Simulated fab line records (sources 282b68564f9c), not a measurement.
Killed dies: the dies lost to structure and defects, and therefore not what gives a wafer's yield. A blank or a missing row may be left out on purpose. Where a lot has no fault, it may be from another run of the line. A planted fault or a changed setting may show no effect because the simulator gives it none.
fab line records | flow rit-cmos
[record] lots = 6 | wafers = 18 | last-day = 6
route steps=202 shown CONTACT@172 M1@184
lots untouched by any fault: they come from a run of this same line in which no faults occurred
start-h: hours from the record's first day to the start of the lot's first wafer shown | wait-h: hours from the lot's prior step to this one | " same as the row above | L1.1+2: a row that stands for several wafers | - either no value or no given start | * or withheld: withheld | < > ~ a bound
route shown NAME@n: NAME is a module with steps in the file, n the number in the route of the first one | usual: mean and standard deviation over wafers with no fault | same: alike in all rows | chamber/n: place in a boat | sites: each site's reading | _std_site: their standard deviation | _edge_site: mean of outer sites minus mean of inner sites | radius-mm: for every site, how far away it sits from the centre of the wafer | mask NAME#n: copy n | behind: tool/chamber where the wafer was last shaped | hold: the reason the lot was held/the length of the hold in hours/how it ended | device: which transistor (n, p or np) failed to switch | end of line: at the end of the route, the tests of the same wafers | where a step has no rows: the recipe by itself | killed: the dies lost at the first sort to structure and to defects; this is not the yield of the wafer | map: a wafer's dies, x killed, . not, _ none there
set.NAME: the run value of the setting; set.NAME@STEP: its run value at that earlier step | model.NAME: the simulator's own value behind a step, which no gauge read
a table for each step, a row for each wafer; lots at some steps of the route
services: when a tool's chamber went out of use (start-h, in hours from the record's first day, below 0 if earlier), for how many hours, and the reason
[[steps]]
[step RIT_CONTACT_SOFTBAKE_04]
[recipe] resist = NOVOLAK | temp-c = 90 | time-s = 60
[step RIT_CONTACT_EXPOSE_05]
[recipe] mask-id = M11 | na = 0.6 | source-shape = conventional | sigma-outer = 0.5 | target-cd-nm = 1000 | dose-mj = 250
[step RIT_CONTACT_PEB_06]
[recipe] resist = NOVOLAK | temp-c = withheld | time-s = withheld
[step RIT_CONTACT_DEVELOP_07]
[recipe] resist = NOVOLAK | develop-time-s = 124.3 | dev-temp-c = 23
[step RIT_CONTACT_CD_MEAS_08]
[recipe] target-cd-nm = 1000
[usual] cd-nm = 1000.6/2
lot.wafer | tool      | chamber | start-h | wait-h | cd-nm
L630.1    | cd-sem-02 | -       | 57.09   | -      | 1000.3
L630.2    | "         | -       | "       | "      | 1000.2
L630.4    | "         | -       | "       | "      | 1002.2
L636.1    | cd-sem-01 | -       | 86.07   | -      | 1002.4
L636.3    | "         | -       | "       | "      | 1004.0
L636.4    | "         | -       | "       | "      | 1004.2
L638.2    | cd-sem-02 | -       | 96.18   | -      | 997.1
L638.4    | "         | -       | "       | "      | 995.9
L638.6    | "         | -       | "       | "      | 995.8
L641.1    | cd-sem-02 | -       | 113.67  | -      | 1001.1
L641.5    | "         | -       | "       | "      | 1002.0
L641.6    | "         | -       | "       | "      | 1001.0
L642.1    | cd-sem-02 | -       | 123.01  | -      | 1001.1
L642.5    | "         | -       | "       | "      | 999.2
L642.6    | "         | -       | "       | "      | 1001.8
L647.1    | cd-sem-02 | -       | 143.06  | -      | 998.8
L647.2    | "         | -       | "       | "      | 1003.4
L647.6    | "         | -       | "       | "      | 998.8
[step RIT_CONTACT_OVL_MEAS_09]
[usual] CONTACT_OVL = -0.8/1.3
lot.wafer | tool       | chamber | start-h | wait-h | CONTACT_OVL[nm]
L630.1    | overlay-01 | -       | 57.21   | 0.1    | -0.3
L630.2    | "          | -       | "       | "      | -0.6
L630.4    | "          | -       | "       | "      | 1.0
L636.1    | overlay-02 | -       | 86.19   | 0.1    | 0.7
L636.3    | "          | -       | "       | "      | -1.1
L636.4    | "          | -       | "       | "      | 0.2
L638.2    | overlay-02 | -       | 96.29   | 0.1    | -0.9
L638.4    | "          | -       | "       | "      | -0.7
L638.6    | "          | -       | "       | "      | -0.9
L641.1    | overlay-02 | -       | 113.79  | 0.1    | 0.6
L641.5    | "          | -       | "       | "      | 0.1
L641.6    | "          | -       | "       | "      | -1.6
L642.1    | overlay-01 | -       | 123.13  | 0.1    | -1.8
L642.5    | "          | -       | "       | "      | -1.7
L642.6    | "          | -       | "       | "      | -1.7
L647.1    | overlay-01 | -       | 143.18  | 0.1    | -0.3
L647.2    | "          | -       | "       | "      | -0.5
L647.6    | "          | -       | "       | "      | -0.2
[step RIT_CONTACT_HARDBAKE_10]
[recipe] resist = NOVOLAK | temp-c = 140 | time-s = 60
[step RIT_CONTACT_ETCH_11]
[recipe] target-depth-a = 4800 | over-etch-frac = 0.2 | stop-on = TiSi2 | chemistry = CHF3/CF4/Ar | target = SiO2 | CHF3_flow_sccm = 50 | cf4-flow-sccm = 10 | Ar_flow_sccm = 100 | O2_flow_sccm = 5 | pressure-mtorr = 100 | rf-w = 200 | time-s = 320
[usual] drypump-motor-current-A = 5.91/0.26 | mfc-ar-sccm = 100.02/0.29 | oes-product-au = 0.992/0.012 | throttle-valve-pct = 8.84/0.12
lot.wafer | tool        | chamber | start-h | wait-h | drypump-motor-current-A | mfc-ar-sccm | oes-product-au | rf-hours-counter-h | throttle-valve-pct
L630.1    | rie-diel-03 | 2       | 57.39   | 0.1    | 6.30                    | 99.62       | 0.973          | 106                | 8.54
L630.2    | "           | 0       | "       | "      | 6.23                    | 100.06      | 0.977          | 47                 | 8.88
L630.4    | "           | 1       | "       | "      | 5.76                    | 99.98       | 0.992          | 38                 | 9.06
L636.1    | rie-diel-03 | 0       | 86.37   | 0.1    | 6.31                    | 100.30      | 0.973          | 48                 | 8.89
L636.3    | "           | 1       | "       | "      | 5.71                    | 99.90       | 0.988          | 39                 | 9.08
L636.4    | "           | 3       | "       | "      | 5.74                    | 100.01      | 0.994          | 6                  | 8.70
L638.2    | rie-diel-04 | 3       | 96.47   | 0.1    | 5.62                    | 100.08      | 1.000          | 8                  | 8.81
L638.4    | "           | 0       | "       | "      | 5.54                    | 100.12      | 1.002          | 83                 | 8.82
L638.6    | "           | 3       | "       | "      | 5.60                    | 100.53      | 1.000          | -                  | 8.81
L641.1    | rie-diel-03 | 2       | 113.98  | 0.1    | 6.32                    | 99.64       | 0.975          | 106                | 8.55
L641.5    | "           | 1       | "       | "      | 5.72                    | 100.08      | 0.988          | -                  | 9.07
L641.6    | "           | 2       | "       | "      | 6.29                    | 100.04      | 0.982          | -                  | 8.54
L642.1    | rie-diel-03 | 3       | 123.32  | 0.1    | 5.79                    | 100.11      | 0.998          | 7                  | 8.71
L642.5    | "           | 0       | "       | "      | 6.28                    | 99.70       | 0.977          | -                  | 8.89
L642.6    | "           | 1       | "       | "      | 5.73                    | 100.46      | 0.986          | -                  | 9.07
L647.1    | rie-diel-01 | 1       | 143.36  | 0.1    | 6.25                    | 99.59       | 0.969          | 6                  | 8.71
L647.2    | "           | 0       | "       | "      | 6.24                    | 99.82       | 1.023          | 27                 | 8.77
L647.6    | "           | 3       | "       | "      | 5.82                    | 100.41      | 0.993          | -                  | 8.89
[step RIT_CONTACT_STRIP_12]
[recipe] chemistry = O2 | time-s = 180 | resist = NOVOLAK | platen-temp-c = withheld | power-w = 500 | pressure-mtorr = 4000 | o2-flow-sccm = 4000
[usual] drypump-motor-current-A = 5.91/0.29
lot.wafer | tool            | chamber | start-h | wait-h | drypump-motor-current-A | rf-hours-counter-h
L630.1    | plasma-asher-03 | 0       | 57.59   | 0.1    | 6.13                    | 29
L630.2    | "               | 1       | "       | "      | 5.77                    | 29
L630.4    | "               | 0       | "       | "      | 6.12                    | -
L636.1    | plasma-asher-04 | 0       | 86.57   | 0.1    | 6.28                    | 44
L636.3    | "               | 1       | "       | "      | 5.26                    | -
L636.4    | "               | 0       | "       | "      | 6.29                    | -
L638.2    | plasma-asher-03 | 1       | 96.66   | 0.1    | 5.73                    | 33
L638.4    | "               | 1       | "       | "      | 5.74                    | -
L638.6    | "               | 0       | "       | "      | 6.12                    | -
L641.1    | plasma-asher-03 | 0       | 114.17  | 0.1    | 6.10                    | 35
L641.5    | "               | 0       | "       | "      | 6.11                    | -
L641.6    | "               | 1       | "       | "      | 5.73                    | -
L642.1    | plasma-asher-04 | 1       | 123.51  | 0.1    | 5.27                    | 48
L642.5    | "               | 0       | "       | "      | 6.26                    | -
L642.6    | "               | 1       | "       | "      | 5.27                    | -
L647.1    | plasma-asher-02 | 1       | 143.56  | 0.1    | 6.06                    | 52
L647.2    | "               | 0       | "       | "      | 5.97                    | 52
L647.6    | "               | 1       | "       | "      | 6.05                    | -
[step RIT_CONTACT_CD_MEAS_90]
[recipe] target-cd-nm = 1000
[usual] cd-nm = 1000.7/2.1
lot.wafer | tool      | chamber | start-h | wait-h | cd-nm
L630.1    | cd-sem-02 | -       | 57.76   | 0.1    | 1001.2
L630.2    | "         | -       | "       | "      | 1000.4
L630.4    | "         | -       | "       | "      | 1002.6
L636.1    | cd-sem-01 | -       | 86.74   | 0.1    | 1002.5
L636.3    | "         | -       | "       | "      | 1005.0
L636.4    | "         | -       | "       | "      | 1003.9
L638.2    | cd-sem-01 | -       | 96.86   | 0.1    | 997.1
L638.4    | "         | -       | "       | "      | 996.1
L638.6    | "         | -       | "       | "      | 995.2
L641.1    | cd-sem-01 | -       | 114.35  | 0.1    | 1001.1
L641.5    | "         | -       | "       | "      | 1002.1
L641.6    | "         | -       | "       | "      | 1001.4
L642.1    | cd-sem-01 | -       | 123.69  | 0.1    | 999.9
L642.5    | "         | -       | "       | "      | 999.8
L642.6    | "         | -       | "       | "      | 1002.0
L647.1    | cd-sem-01 | -       | 143.73  | 0.1    | 998.1
L647.2    | "         | -       | "       | "      | 1003.3
L647.6    | "         | -       | "       | "      | 998.6
[step RIT_CONTACT_CLEAN_13]
[recipe] chemistry = SC1 | mix = 3:3:50 | time-s = 600 | temp-c = 75
[step RIT_CONTACT_CLEAN_14]
[recipe] chemistry = SC2 | mix = 3:3:50 | time-s = 600 | temp-c = 75 | dry = n2-spin
[step RIT_M1_SPUTTER_00]
[recipe] material = Al | target-thk-nm = 400 | power-w = 2000 | chamber-pressure-pa = 0.4 | gas = Ar | time-s = 500 | substrate-temp-c = 25
[usual] throttle-valve-pct = 29.8/0.92
lot.wafer | tool           | chamber | start-h | wait-h | throttle-valve-pct | model.Al_of_M1_SPUTTER_00.thk-nm
L630.1    | pvd-sputter-03 | -       | 58.25   | 0.0    | 29.5               | 398.4
L630.2    | "              | -       | "       | "      | 31.2               | 398.3
L630.4    | "              | -       | "       | "      | 30.0               | 395.7
L636.1    | pvd-sputter-03 | -       | 87.23   | 0.0    | 30.1               | 411.7
L636.3    | "              | -       | "       | "      | 29.7               | 402
L636.4    | "              | -       | "       | "      | 30.4               | 402.3
L638.2    | pvd-sputter-03 | -       | 97.32   | 0.0    | 30.0               | 409.8
L638.4    | "              | -       | "       | "      | 30.3               | 401.9
L638.6    | "              | -       | "       | "      | 30.1               | 410.5
L641.1    | pvd-sputter-02 | -       | 114.83  | 0.0    | 30.2               | 399.4
L641.5    | "              | -       | "       | "      | 29.1               | 398.4
L641.6    | "              | -       | "       | "      | 30.2               | 396.4
L642.1    | pvd-sputter-02 | -       | 124.16  | 0.0    | 29.0               | 402
L642.5    | "              | -       | "       | "      | 30.2               | 401.4
L642.6    | "              | -       | "       | "      | 28.8               | 397.3
L647.1    | pvd-sputter-02 | -       | 144.22  | 0.0    | 29.0               | 397.9
L647.2    | "              | -       | "       | "      | 30.4               | 404
L647.6    | "              | -       | "       | "      | 30.0               | 397
[step RIT_M1_RS_MEAS_01]
[recipe] thk-meas-gauge = four-point-probe | reads = Al_of_M1_SPUTTER_00
[usual] M1_AL_RS = 0.0735/0.00066
lot.wafer | tool          | chamber | start-h | wait-h | M1_AL_RS[ohm/sq]
L630.1    | film-metro-03 | -       | 58.54   | 0.1    | 0.0738
L630.2    | "             | -       | "       | "      | 0.0738
L630.4    | "             | -       | "       | "      | 0.0743
L636.1    | film-metro-02 | -       | 87.52   | 0.1    | 0.0712
L636.3    | "             | -       | "       | "      | 0.0728
L636.4    | "             | -       | "       | "      | 0.0731
L638.2    | film-metro-01 | -       | 97.64   | 0.2    | 0.0719
L638.4    | "             | -       | "       | "      | 0.0732
L638.6    | "             | -       | "       | "      | 0.0717
L641.1    | film-metro-03 | -       | 115.13  | 0.1    | 0.0735
L641.5    | "             | -       | "       | "      | 0.0735
L641.6    | "             | -       | "       | "      | 0.0739
L642.1    | film-metro-02 | -       | 124.45  | 0.1    | 0.0731
L642.5    | "             | -       | "       | "      | 0.0733
L642.6    | "             | -       | "       | "      | 0.0739
L647.1    | film-metro-01 | -       | 144.51  | 0.1    | 0.0738
L647.2    | "             | -       | "       | "      | 0.0728
L647.6    | "             | -       | "       | "      | 0.0740
[step RIT_M1_THK_MEAS_02]
[recipe] thk-meas-gauge = xrf | reads = Al_of_M1_SPUTTER_00
[usual] M1_AL_THK = 395/4
lot.wafer | tool          | chamber | start-h | wait-h | M1_AL_THK[nm]
L630.1    | film-metro-03 | -       | 58.66   | 0.1    | 395
L630.2    | "             | -       | "       | "      | 393
L630.4    | "             | -       | "       | "      | 390
L636.1    | film-metro-02 | -       | 87.64   | 0.1    | 407
L636.3    | "             | -       | "       | "      | 396
L636.4    | "             | -       | "       | "      | 396
L638.2    | film-metro-01 | -       | 97.75   | 0.1    | 406
L638.4    | "             | -       | "       | "      | 395
L638.6    | "             | -       | "       | "      | 407
L641.1    | film-metro-03 | -       | 115.25  | 0.1    | 394
L641.5    | "             | -       | "       | "      | 392
L641.6    | "             | -       | "       | "      | 391
L642.1    | film-metro-02 | -       | 124.57  | 0.1    | 396
L642.5    | "             | -       | "       | "      | 396
L642.6    | "             | -       | "       | "      | 394
L647.1    | film-metro-01 | -       | 144.63  | 0.1    | 388
L647.2    | "             | -       | "       | "      | 397
L647.6    | "             | -       | "       | "      | 386
[step RIT_M1_HMDS_03]
[recipe] prime-time-s = 60 | prime-temp-c = 140
[step RIT_M1_COAT_04]
[recipe] resist = NOVOLAK | spin-rpm = 2000 | resist-thk-nm = 1300
[step RIT_M1_SOFTBAKE_05]
[recipe] resist = NOVOLAK | temp-c = 90 | time-s = 60
[step RIT_M1_EXPOSE_06]
[recipe] mask-id = M12 | na = 0.6 | source-shape = conventional | sigma-outer = 0.5 | target-cd-nm = 2600 | dose-mj = 250
[step RIT_M1_PEB_07]
[recipe] resist = NOVOLAK | temp-c = withheld | time-s = withheld
[step RIT_M1_DEVELOP_08]
[recipe] resist = NOVOLAK | develop-time-s = 68 | dev-temp-c = 23
[step RIT_M1_CD_MEAS_09]
[recipe] target-cd-nm = 2600
[usual] cd-nm = 2600.1/2.3
lot.wafer | tool      | chamber | start-h | wait-h | cd-nm
L630.1    | cd-sem-02 | -       | 59.60   | -      | 2599.6
L630.2    | "         | -       | "       | "      | 2599.0
L630.4    | "         | -       | "       | "      | 2599.3
L636.1    | cd-sem-01 | -       | 88.71   | -      | 2602.1
L636.3    | "         | -       | "       | "      | 2601.4
L636.4    | "         | -       | "       | "      | 2603.0
L638.2    | cd-sem-02 | -       | 98.82   | -      | 2601.2
L638.4    | "         | -       | "       | "      | 2600.7
L638.6    | "         | -       | "       | "      | 2599.7
L641.1    | cd-sem-01 | -       | 116.31  | -      | 2599.1
L641.5    | "         | -       | "       | "      | 2602.5
L641.6    | "         | -       | "       | "      | 2600.0
L642.1    | cd-sem-01 | -       | 125.59  | -      | 2602.8
L642.5    | "         | -       | "       | "      | 2601.6
L642.6    | "         | -       | "       | "      | 2603.7
L647.1    | cd-sem-02 | -       | 145.57  | -      | 2602.2
L647.2    | "         | -       | "       | "      | 2601.1
L647.6    | "         | -       | "       | "      | 2600.8
[step RIT_M1_OVL_MEAS_10]
[usual] M1_OVL = 0.5/1.5
lot.wafer | tool       | chamber | start-h | wait-h | M1_OVL[nm]
L630.1    | overlay-02 | -       | 59.72   | 0.1    | 2.3
L630.2    | "          | -       | "       | "      | 3.6
L630.4    | "          | -       | "       | "      | 2.7
L636.1    | overlay-02 | -       | 88.83   | 0.1    | 0.0
L636.3    | "          | -       | "       | "      | -0.1
L636.4    | "          | -       | "       | "      | 0.1
L638.2    | overlay-02 | -       | 98.93   | 0.1    | 0.2
L638.4    | "          | -       | "       | "      | 2.0
L638.6    | "          | -       | "       | "      | 2.7
L641.1    | overlay-01 | -       | 116.43  | 0.1    | -0.2
L641.5    | "          | -       | "       | "      | -0.2
L641.6    | "          | -       | "       | "      | 1.4
L642.1    | overlay-02 | -       | 125.71  | 0.1    | 2.2
L642.5    | "          | -       | "       | "      | 2.0
L642.6    | "          | -       | "       | "      | 0.8
L647.1    | overlay-01 | -       | 145.73  | 0.1    | 0.7
L647.2    | "          | -       | "       | "      | 0.4
L647.6    | "          | -       | "       | "      | -1.3
[step RIT_M1_HARDBAKE_11]
[recipe] resist = NOVOLAK | temp-c = 140 | time-s = 120
[step RIT_M1_METAL_ETCH_12]
[recipe] stop-on = SiO2 | chemistry = Cl2/BCl3 | target = Al | time-s = 165 | over-etch-frac = 0.5 | pressure-mtorr = 100 | target-depth-a = 6000 | rf-w = 242.8 | Cl2_flow_sccm = 60 | bcl3-flow-sccm = 50
[usual] drypump-motor-current-A = 5.6/0.53 | oes-product-au = 0.777/0.011 | throttle-valve-pct = 8.29/0.096
lot.wafer | tool         | chamber | start-h | wait-h | drypump-motor-current-A | oes-product-au | rf-hours-counter-h | throttle-valve-pct | model.M1.feature-depth-nm | model.etch.depth-nm
L630.1    | rie-metal-04 | 1       | 60.01   | 0.2    | 5.9                     | 0.785          | 33                 | 8.34               | 428.6                     | 398.4
L630.2    | "            | 0       | "       | "      | 4.8                     | 0.783          | 38                 | 8.24               | 428.8                     | 398.3
L630.4    | "            | 0       | "       | "      | 4.8                     | 0.784          | -                  | 8.24               | 426.2                     | 395.7
L636.1    | rie-metal-04 | 0       | 89.11   | 0.2    | 4.8                     | 0.793          | 38                 | 8.23               | 442.6                     | 411.7
L636.3    | "            | 1       | "       | "      | 5.9                     | 0.795          | -                  | 8.34               | 432.4                     | 402
L636.4    | "            | 0       | "       | "      | 4.8                     | 0.799          | -                  | 8.25               | 433.2                     | 402.3
L638.2    | rie-metal-03 | 0       | 99.21   | 0.2    | 6.2                     | 0.785          | 2                  | 8.22               | 441.5                     | 409.8
L638.4    | "            | 0       | "       | "      | 6.2                     | 0.768          | -                  | 8.21               | 433.4                     | 401.9
L638.6    | "            | 0       | "       | "      | 6.2                     | 0.781          | -                  | 8.22               | 441.8                     | 410.5
L641.1    | rie-metal-03 | 1       | 116.95  | 0.2    | 5.3                     | 0.768          | 3                  | 8.17               | 430.9                     | 399.4
L641.5    | "            | 1       | "       | "      | 5.3                     | 0.768          | -                  | 8.17               | 430                       | 398.4
L641.6    | "            | 0       | "       | "      | 6.2                     | 0.765          | -                  | 8.23               | 427.7                     | 396.4
L642.1    | rie-metal-02 | 0       | 126.00  | 0.2    | 5.5                     | 0.782          | 2                  | 8.46               | 432.9                     | 402
L642.5    | "            | 1       | "       | "      | 6.2                     | 0.777          | -                  | 8.30               | 433.1                     | 401.4
L642.6    | "            | 0       | "       | "      | 5.5                     | 0.779          | -                  | 8.46               | 428                       | 397.3
L647.1    | rie-metal-03 | 1       | 146.13  | 0.2    | 5.3                     | 0.762          | 4                  | 8.17               | 429.3                     | 397.9
L647.2    | "            | 0       | "       | "      | 6.2                     | 0.770          | 3                  | 8.24               | 435.2                     | 404
L647.6    | "            | 0       | "       | "      | 6.2                     | 0.763          | -                  | 8.24               | 428.3                     | 397
[step RIT_M1_STRIP_13]
[recipe] chemistry = nmp | resist = NOVOLAK | temp-c = 80 | time-s = 600 | dry = n2-spin
[step RIT_M1_PROBE_99]
[usual] defect-limited-yield = 97.6/1.1 | killed_at_M0_to_M3 = 0.0/0.14 | killed-at-contacts = 0.1/0.29 | killed-at-front-end = 6.3/2.8 | killed-dies = 6.4/2.8 | killed-open = 3.3/1.7 | killed-short = 3.1/1.9 | sort_bin_3_pad_short = 0.1/0.23 | sort_bin_5_function = 1.4/0.78 | sort_bin_6_memory = 0.9/0.63 | sort-n-pass = 257.6/2.8 | sort-yield-pct = 97.6/1.1
[same] gross-dies = 264 | killed_at_M4_up = 0 | killed-at-back-side = 0 | killed-at-other = 0
lot.wafer | tool      | chamber | start-h | wait-h | defect-limited-yield[%] | killed_at_M0_to_M3 | killed-at-contacts | killed-at-front-end | killed-dies | killed-open | killed-short | sort_bin_3_pad_short[%] | sort_bin_5_function[%] | sort_bin_6_memory[%] | sort-n-pass | sort-yield-pct[%] | model.etest.m1.rs-ohm-sq
L630.1    | prober-02 | -       | 63.44   | 0.1    | 97.0                    | 0                  | 0                  | 8                   | 8           | 4           | 4            | 1.1                     | 1.5                    | 0.4                  | 256.0       | 97.0              | 0.0724
L630.2    | prober-02 | -       | 63.49   | 0.1    | 97.7                    | 0                  | 0                  | 6                   | 6           | 4           | 2            | 0.4                     | 1.1                    | 0.8                  | 258.0       | 97.7              | 0.07277
L630.4    | prober-02 | -       | 63.59   | 0.2    | 97.3                    | 0                  | 0                  | 7                   | 7           | 4           | 3            | 0.8                     | 1.5                    | 0.4                  | 257.0       | 97.3              | 0.07316
L636.1    | prober-02 | -       | 91.37   | 0.1    | 96.2                    | 0                  | 0                  | 10                  | 10          | 1           | 9            | 0.4                     | 1.9                    | 1.5                  | 254.0       | 96.2              | 0.07053
L636.3    | prober-02 | -       | 91.47   | 0.2    | 99.2                    | 0                  | 0                  | 2                   | 2           | 1           | 1            | 0.4                     | 0.4                    | 0                    | 262.0       | 99.2              | 0.0722
L636.4    | prober-02 | -       | 91.52   | 0.2    | 98.5                    | 0                  | 0                  | 4                   | 4           | 1           | 3            | 0.4                     | 0                      | 1.1                  | 260.0       | 98.5              | 0.07204
L638.2    | prober-02 | -       | 103.09  | 0.1    | 97.7                    | 1                  | 0                  | 5                   | 6           | 2           | 4            | 0                       | 0.8                    | 1.5                  | 258.0       | 97.7              | 0.07068
L638.4    | prober-02 | -       | 103.19  | 0.2    | 97.0                    | 0                  | 0                  | 8                   | 8           | 6           | 2            | 0.4                     | 1.9                    | 0.8                  | 256.0       | 97.0              | 0.07211
L638.6    | prober-02 | -       | 103.29  | 0.2    | 98.1                    | 0                  | 0                  | 5                   | 5           | 2           | 3            | 0                       | 0.4                    | 1.5                  | 259.0       | 98.1              | 0.07072
L641.1    | prober-01 | -       | 119.21  | 0.1    | 97.7                    | 0                  | 0                  | 6                   | 6           | 3           | 3            | 0.4                     | 0.8                    | 1.1                  | 258.0       | 97.7              | 0.07264
L641.5    | prober-01 | -       | 119.41  | 0.2    | 97.7                    | 0                  | 0                  | 6                   | 6           | 3           | 3            | 0.4                     | 1.5                    | 0.4                  | 258.0       | 97.7              | 0.07304
L641.6    | prober-01 | -       | 119.46  | 0.2    | 97.7                    | 0                  | 0                  | 6                   | 6           | 3           | 3            | 0.4                     | 0.8                    | 1.1                  | 258.0       | 97.7              | 0.07234
L642.1    | prober-01 | -       | 128.68  | 0.1    | 97.3                    | 0                  | 0                  | 7                   | 7           | 4           | 3            | 0.4                     | 1.1                    | 1.1                  | 257.0       | 97.3              | 0.07211
L642.5    | prober-01 | -       | 128.88  | 0.2    | 98.5                    | 0                  | 0                  | 4                   | 4           | 2           | 2            | 0.4                     | 1.1                    | 0                    | 260.0       | 98.5              | 0.07203
L642.6    | prober-01 | -       | 128.93  | 0.2    | 96.2                    | 0                  | 0                  | 10                  | 10          | 5           | 5            | 0                       | 2.3                    | 1.5                  | 254.0       | 96.2              | 0.0732
L647.1    | prober-01 | -       | 148.38  | 0.1    | 98.5                    | 0                  | 0                  | 4                   | 4           | 2           | 2            | 0                       | 0.8                    | 0.8                  | 260.0       | 98.5              | 0.07237
L647.2    | prober-01 | -       | 148.43  | 0.1    | 98.5                    | 0                  | 0                  | 4                   | 4           | 2           | 2            | 0.4                     | 0.8                    | 0.4                  | 260.0       | 98.5              | 0.07182
L647.6    | prober-01 | -       | 148.63  | 0.2    | 97.0                    | 0                  | 1                  | 7                   | 8           | 4           | 4            | 0                       | 2.3                    | 0.8                  | 256.0       | 97.0              | 0.07316
// killed by level:class
L630.1 GATE:geometric-particle:open=2 GATE:geometric-particle:short=2 SPACER:geometric-particle:open=2 SPACER:geometric-particle:short=1 SILICIDE:geometric-particle:short=1
L630.2 GATE:geometric-particle:open=3 GATE:geometric-particle:short=1 SPACER:geometric-particle:open=1 SPACER:geometric-particle:short=1
L630.4 GATE:geometric-particle:open=2 FOX1:geometric-particle:open=1 GATE:geometric-particle:short=1 REOX:geometric-particle:short=1 SPACER:geometric-particle:open=1 SPACER:geometric-particle:short=1
L636.1 GATE:geometric-particle:short=5 FOX2:geometric-particle:short=3 FOX1:geometric-particle:short=1 GATE:geometric-particle:open=1
L636.3 FOX1:geometric-particle:open=1 SILICIDE:geometric-particle:short=1
L636.4 FOX1:geometric-particle:short=1 GATE:geometric-particle:short=1 GATE:geometric-particle:open=1 SILICIDE:geometric-particle:short=1
L638.2 SPACER:geometric-particle:open=2 SPACER:geometric-particle:short=2 REOX:geometric-particle:short=1 M1:geometric-particle:short=1
L638.4 GATE:geometric-particle:open=3 SPACER:geometric-particle:open=2 REOX:geometric-particle:short=1 REOX:geometric-particle:open=1 SPACER:geometric-particle:short=1
L638.6 FOX2:geometric-particle:short=1 GATE:geometric-particle:short=1 REOX:geometric-particle:open=1 SPACER:geometric-particle:open=1 SPACER:geometric-particle:short=1
L641.1 FOX1:geometric-particle:short=3 REOX:geometric-particle:open=2 GATE:geometric-particle:open=1
L641.5 REOX:geometric-particle:open=2 SPACER:geometric-particle:short=2 GATE:geometric-particle:short=1 SPACER:geometric-particle:open=1
L641.6 REOX:geometric-particle:open=2 GATE:geometric-particle:short=1 REOX:geometric-particle:short=1 SPACER:geometric-particle:short=1 SPACER:geometric-particle:open=1
L642.1 FOX1:geometric-particle:short=2 REOX:geometric-particle:open=2 GATE:geometric-particle:short=1 GATE:geometric-particle:open=1 SPACER:geometric-particle:open=1
L642.5 SILICIDE:geometric-particle:short=2 SILICIDE:geometric-particle:open=2
L642.6 FOX1:geometric-particle:short=2 GATE:geometric-particle:open=2 SILICIDE:geometric-particle:short=2 SILICIDE:geometric-particle:open=2 FOX1:geometric-particle:open=1 GATE:geometric-particle:short=1
L647.1 FOX2:geometric-particle:open=1 GATE:geometric-particle:short=1 GATE:geometric-particle:open=1 SILICIDE:geometric-particle:short=1
L647.2 FOX2:geometric-particle:open=2 GATE:geometric-particle:short=2
L647.6 GATE:geometric-particle:open=2 FOX2:geometric-particle:open=1 FOX2:geometric-particle:short=1 GATE:geometric-particle:short=1 REOX:geometric-particle:short=1 SPACER:geometric-particle:short=1 CONTACT:geometric-particle:open=1
[[services]]
tool            | chamber | start-h | hours | kind
plasma-asher-04 | -       | 40.20   | 13.1  | repair
rie-metal-03    | -       | 40.49   | 14.6  | pm
rie-diel-04     | 2       | 71.33   | -     | clean
rie-diel-04     | 2       | 71.33   | 14.6  | scheduled-down
rie-diel-04     | 2       | 71.33   | 14.6  | vent-cycle
plasma-asher-03 | -       | 71.77   | 2.8   | pm
rie-metal-04    | -       | 75.78   | 2.8   | pm
rie-diel-04     | 3       | 77.90   | 5.4   | repair
plasma-asher-04 | -       | 83.19   | 3.2   | repair
rie-diel-03     | -       | 105.71  | 4.3   | pm
rie-metal-04    | 1       | 133.63  | 1.7   | repair
rie-metal-03    | -       | 135.30  | 1.4   | pm
rie-metal-04    | -       | 136.12  | 20.0  | pm
rie-metal-04    | 0       | 136.12  | 20.0  | vent-cycle
rie-metal-04    | 1       | 136.12  | 20.0  | vent-cycle
plasma-asher-04 | -       | 139.44  | 1.2   | repair
pvd-sputter-03  | -       | 140.72  | 5.2   | repair
[[key]]
[first-sign] step = RIT_M1_RS_MEAS_01 | reading = M1_AL_RS | direction = down | sigmas = 2.9 | usual = 0.0735 | struck = 0.0716
[effect] step = RIT_M1_THK_MEAS_02 | reading = M1_AL_THK | direction = up | sigmas = 3 | usual = 395 | struck = 406
[model-effect] step = RIT_M1_SPUTTER_00 | value = Al_of_M1_SPUTTER_00.thk-nm | without = 400.9 | struck = 410.6
[model-effect] step = RIT_M1_METAL_ETCH_12 | value = M1.feature-depth-nm | without = 432.2 | struck = 442
[model-effect] step = RIT_M1_PROBE_99 | value = etest.m1.rs-ohm-sq | without = 0.07236 | struck = 0.07064
met-at RIT_M1_SPUTTER_00
struck-wafers L636.1,L638.2,L638.6
onset-between 58.25 87.23
[fault] kind = process-parameter-drift | tool = pvd-sputter-03 | chamber = - | onset-h = 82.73 | steps = RIT_M1_SPUTTER_00 | channel = target-thk-nm | offset = 9.7311 | shape = step | end-h = 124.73 | acts-in = these-recipes-only | stated = 400 | scope = struck-wafers-only
